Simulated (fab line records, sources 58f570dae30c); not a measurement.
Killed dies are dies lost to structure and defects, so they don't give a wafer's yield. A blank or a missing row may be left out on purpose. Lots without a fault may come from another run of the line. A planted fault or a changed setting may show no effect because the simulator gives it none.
One fault seen from 2 desks | flow berkeley_cmos170 | each desk has only its own numbers; what lay behind them comes last

THE METROLOGY DESK
What the gauges read, lot by lot, whatever tool the lot ran on: means of the sampled wafers that have a number. A lot is out of limits, marked OUT, if its mean lies more than 4 standard deviations from the usual mean; the brackets give that distance.
Columns: A = NSD_TW at UCB170_NSD_TW_MEAS_10, usual 4166
lot  | first seen here | A
L733 | day 8 08:15     | 4159
L736 | day 8 08:42     | 4162
L734 | day 8 08:51     | 4167
L737 | day 8 09:16     | 4178
L735 | day 8 09:37     | 4166
L740 | day 9 20:22     | 4126
L741 | day 9 20:38     | 4175
L739 | day 9 20:51     | 4151
L745 | day 10 06:20    | 4166
L743 | day 10 06:30    | 4172
L744 | day 10 06:41    | 4164
L746 | day 10 23:46    | 4158
L749 | day 12 01:05    | 4174
L752 | day 12 08:43    | 4166
This desk's finding: nothing out of limits on any of the 14 lots.

THE TOOL OWNER'S DESK: litho_track-02
The tool's own readings at UCB170_M1_COAT_04 (resist thk 900 nm): means of the sampled wafers that have a number, for each lot that ran on this tool. A lot is out of limits, marked OUT, if its mean lies more than 4 standard deviations from the usual mean; the brackets give that distance.
Columns: A = chill_plate_temp_C at UCB170_M1_COAT_04, usual 23.00 C; B = spin_speed_rpm at UCB170_M1_COAT_04, usual 1500.0 rpm
lot  | first seen here | A     | B
L733 | day 8 18:00     | 22.95 | 1500.1
L735 | day 8 20:00     | 22.84 | 1500.1
L741 | day 10 05:00    | 22.98 | 1499.5
L744 | day 10 14:00    | 22.99 | 1426.8 (-81) OUT
L745 | day 10 14:00    | 22.91 | 1499.2
L746 | day 11 07:00    | 23.01 | 1426.6 (-82) OUT
This desk's finding: out of limits on L744, L746; first on L744, day 10 14:00 (spin_speed_rpm at UCB170_M1_COAT_04). In limits: L733, L735, L741, L745.

PUT TOGETHER
The tool owner's desk could have raised an alarm at day 10 14:00, on L744, L746.
The metrology desk saw nothing out of limits.
The metrology desk has L744, L746 on record, within its limits.
Of the lots named, all ran UCB170_M1_COAT_04 on litho_track-02.

WHAT THE SIMULATOR HAD PUT IN
Process parameter drift: litho_track-02, from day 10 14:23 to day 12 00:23, at UCB170_M1_COAT_04. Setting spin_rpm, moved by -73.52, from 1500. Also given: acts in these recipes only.
Lots struck among those shown: L744, L746.
